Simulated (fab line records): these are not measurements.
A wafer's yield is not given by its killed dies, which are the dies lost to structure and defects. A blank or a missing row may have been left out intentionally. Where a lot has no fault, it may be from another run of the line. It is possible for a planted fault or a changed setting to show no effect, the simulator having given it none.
Split-lot trial | flow ritCmos | 23 wafers read from 5 lots, route of 202 steps

== SPLIT DETAILS ==
At RIT_M1_COAT_04 (resist thk 1300 nm), the setting resistThkNm was moved away from the recipe's 1300 nm on 5 of the 23 wafers read, by +3.9% to +5.9%. For the rest of the wafers, this setting stayed at what the recipe calls for.

== FROM THE SPLIT TO THE READING: what the file shows between them, 4 steps ==
- RIT_M1_SOFTBAKE_05: time 60 s
- RIT_M1_EXPOSE_06: exposes mask M12, target cd 2600 nm
- RIT_M1_PEB_07
- RIT_M1_DEVELOP_08: develop time 68 s

== THE READING ==
cdNm (nm) at RIT_M1_CD_MEAS_09, where the cd target is 2600 nm. A value of 2599.8 nm with a standard deviation of 2.1 nm is what fault-free wafers of this fab line usually give.

wafer  | tool, chamber at the split | resistThkNm as run, nm | against the recipe | cdNm, nm | against lot-mates on the recipe
L077.1 | lithoTrack-02, 0           | 1300                   | recipe             | 2601.3   | -
L077.3 | lithoTrack-02, 0           | 1300                   | recipe             | 2600.0   | -
L077.4 | lithoTrack-02, 0           | 1300                   | recipe             | 2600.1   | -
L077.5 | lithoTrack-02, 0           | 1300                   | recipe             | 2600.3   | -
L077.6 | lithoTrack-02, 0           | 1300                   | recipe             | 2599.7   | -
L076.1 | lithoTrack-03, 0           | 1300                   | recipe             | 2601.7   | -
L076.2 | lithoTrack-03, 0           | 1300                   | recipe             | 2603.7   | -
L076.3 | lithoTrack-03, 0           | 1300                   | recipe             | 2600.9   | -
L076.4 | lithoTrack-03, 0           | 1351                   | +3.9%              | 2604.8   | +2.7
L076.5 | lithoTrack-03, 0           | 1351                   | +3.9%              | 2605.3   | +3.2
L078.1 | lithoTrack-01, 0           | 1377                   | +5.9%              | 2605.4   | +5.5
L078.2 | lithoTrack-01, 0           | 1377                   | +5.9%              | 2605.8   | +5.9
L078.3 | lithoTrack-01, 0           | 1377                   | +5.9%              | 2608.2   | +8.3
L078.4 | lithoTrack-01, 0           | 1300                   | recipe             | 2600.3   | -
L078.5 | lithoTrack-01, 0           | 1300                   | recipe             | 2599.5   | -
L079.1 | lithoTrack-01, 0           | 1300                   | recipe             | 2598.3   | -
L079.5 | lithoTrack-01, 0           | 1300                   | recipe             | 2598.5   | -
L079.6 | lithoTrack-01, 0           | 1300                   | recipe             | 2598.5   | -
L082.1 | lithoTrack-01, 0           | 1300                   | recipe             | 2599.7   | -
L082.2 | lithoTrack-01, 0           | 1300                   | recipe             | 2601.2   | -
L082.3 | lithoTrack-01, 0           | 1300                   | recipe             | 2601.1   | -
L082.4 | lithoTrack-01, 0           | 1300                   | recipe             | 2601.3   | -
L082.6 | lithoTrack-01, 0           | 1300                   | recipe             | 2601.9   | -

FIT RESULTS
A straight line over all 23 wafers: cdNm changes by +1.05 nm for each +1% of resistThkNm; r = +0.87; the points scatter about the line by 1.3 nm.
The same after taking each lot's own level away (the mean of its wafers on the recipe; 23 wafers): +1.04 nm for each +1%; r = +0.94; scatter 0.88 nm.
Per that fit: largest resistThkNm move, reading shift of 6.1 nm.
The span of the lots' own levels, 2598.43 to 2602.10 nm, comes to 1.7 times the standard deviation stated above.
The two slopes are in agreement: the lot-to-lot level therefore moves the slope only a little.
Check: +6.3 nm against its lot-mates is what the line predicts for one of the wafers moved furthest among these (+5.9%) when that wafer is left out of the fit. Against them it came out at +5.5 nm.

== OTHER SPLITS APPLIED TO THESE WAFERS ==
Before the reading, these wafers also passed through other splits. Each is held against what the fit with the lots' levels taken away leaves over:
other split on the same wafers | wafers away from the commonest value | r with cdNm (lot level and that fit taken away)
RIT_SDANNEAL_CLEAN_00 tempC    | 15                                   | -0.07
RIT_SILICIDE_SPUTTER_01 timeS  | 6                                    | +0.11
RIT_CONTACT_EXPOSE_05 doseMj   | 9                                    | -0.22

== THE WHOLE CHAIN: every reading that the file lists as answering this split, in the file's order ==
step               | what it does       | reading                                                                      | change (the file's fit)               | r (the file's)
RIT_M1_COAT_04     | resist thk 1300 nm | NOVOLAK_of_M1_COAT_04.thkNm (the simulator's own value, which no gauge read) | +13.1 nm for each +1% of the setting  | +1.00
RIT_M1_CD_MEAS_09  | target cd 2600 nm  | cdNm                                                                         | +0.998 nm for each +1% of the setting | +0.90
RIT_M1_HARDBAKE_11 | time 120 s         | NOVOLAK_of_M1_COAT_04.thkNm (the simulator's own value, which no gauge read) | +11.3 nm for each +1% of the setting  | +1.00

== THE FILE'S OWN FIT ==
cdNm changes by +0.998 nm for each +1% of resistThkNm, r = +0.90.
